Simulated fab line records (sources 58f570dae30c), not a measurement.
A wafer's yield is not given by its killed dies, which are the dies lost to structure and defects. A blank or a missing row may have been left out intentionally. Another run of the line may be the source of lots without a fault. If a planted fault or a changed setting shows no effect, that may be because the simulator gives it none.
Matching of chambers :: flow berkeleyCmos170 :: UCB170_ZERO_ETCH_06 on rieDiel-04: 4 sister chambers
The step etches SiO2 in CHF3/CF4/Ar, time 12 s. 4 wafers are shown with their chamber, then 7 later ones without.

## WAFERS PAIRED WITH THEIR CHAMBERS
wafer: L764.5
chamber: 1
throttleValvePct (%): 9.32

wafer: L766.1
chamber: 3
throttleValvePct (%): 9.10

wafer: L770.1
chamber: 0
throttleValvePct (%): 9.42

wafer: L770.3
chamber: 2
throttleValvePct (%): 9.40

## WAFERS WITHOUT THEIR CHAMBER
wafer: L770.5
throttleValvePct (%): 9.38

wafer: L777.3
throttleValvePct (%): 9.40

wafer: L777.4
throttleValvePct (%): 9.31

wafer: L777.5
throttleValvePct (%): 9.30

wafer: L778.3
throttleValvePct (%): 9.38

wafer: L778.5
throttleValvePct (%): 9.40

wafer: L778.6
throttleValvePct (%): 9.10

## CHAMBER TAKEN BY EACH
wafer: L770.5
from the rows above: can't be placed: 2 or 0
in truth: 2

wafer: L777.3
from the rows above: can't be placed: 2 or 0
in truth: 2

wafer: L777.4
from the rows above: 1
in truth: 1

wafer: L777.5
from the rows above: 1
in truth: 1

wafer: L778.3
from the rows above: can't be placed: 2 or 0
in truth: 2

wafer: L778.5
from the rows above: can't be placed: 2 or 0
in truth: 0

wafer: L778.6
from the rows above: 3
in truth: 3
Placed correctly: 3 of 7. These rows do not allow placing 4 (true chamber among the candidates in 4). 0 placed wrongly.
How it was worked out, from the rows above alone: a wafer's distance from a chamber is the root of the sum, over the readings, of the square of ((its reading less the chamber's mean) divided by the reading's scatter). If the next closest chamber is less than 2 further off than the closest, the wafer can't be placed; otherwise it belongs to the closest. For every chamber, the mean is computed from those of its wafers that are shown. The scatter: root of mean squared gap, hidden wafer to nearest shown wafer, with one shown wafer a chamber.
